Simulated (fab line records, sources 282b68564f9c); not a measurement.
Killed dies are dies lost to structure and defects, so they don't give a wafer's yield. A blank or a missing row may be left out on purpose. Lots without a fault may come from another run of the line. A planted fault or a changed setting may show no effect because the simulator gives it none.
Which tool did it? | flow rit_cmos | 6 lots, 18 wafers sampled, at 2 steps of a route of 202

WHAT THE GAUGES READ, wafer by wafer
RIT_GATE_CD_MEAS_16: target cd 150 nm.
lot  | measured    | on        | cd_nm (nm)
L685 | day 2 22:17 | cd_sem-02 | 151.3 151.3 149.3
L687 | day 3 08:02 | cd_sem-02 | 148.3 148.0 144.7
L689 | day 3 19:43 | cd_sem-02 | 148.8 146.1 147.0
L699 | day 5 21:14 | cd_sem-02 | 147.9 146.3 148.7
L701 | day 6 07:29 | cd_sem-02 | 150.2 148.3 149.5
L705 | day 7 02:53 | cd_sem-02 | 149.1 151.2 150.4

WHICH TOOL RAN EACH LOT (tool, then ch and the chambers of the sampled wafers, then the start)
lot  | RIT_GATE_EXPOSE_13
L685 | iline_stepper-02 ch 0, day 2 21:53
L687 | iline_stepper-02 ch 0, day 3 07:38
L689 | iline_stepper-01 ch 0, day 3 19:18
L699 | iline_stepper-01 ch 0, day 5 20:40
L701 | iline_stepper-02 ch 0, day 6 07:04
L705 | iline_stepper-01 ch 0, day 7 02:29
- RIT_GATE_EXPOSE_13: exposes mask M6, target cd 150 nm.

THE ANSWER, worked out from the rows above alone
Rule: what is usual is taken from the lots themselves. Put in order of their means at a reading, lots are off if they are a third of the lots or fewer, leave a main group of 4 or more, and stand apart from it by a gap of 3 or more times the standard deviation of the main group's means; of several such gaps the widest counts. A main group whose means are all the same, to the digits that the tables above print for the reading, isn't used. A lot without any number at a reading at which 4 lots or more have one is off too. The other lots that the step has rows for count as sound.
No lot is off at any reading shown: from this, nothing can be told.

WHAT THE SIMULATOR HAD PUT IN
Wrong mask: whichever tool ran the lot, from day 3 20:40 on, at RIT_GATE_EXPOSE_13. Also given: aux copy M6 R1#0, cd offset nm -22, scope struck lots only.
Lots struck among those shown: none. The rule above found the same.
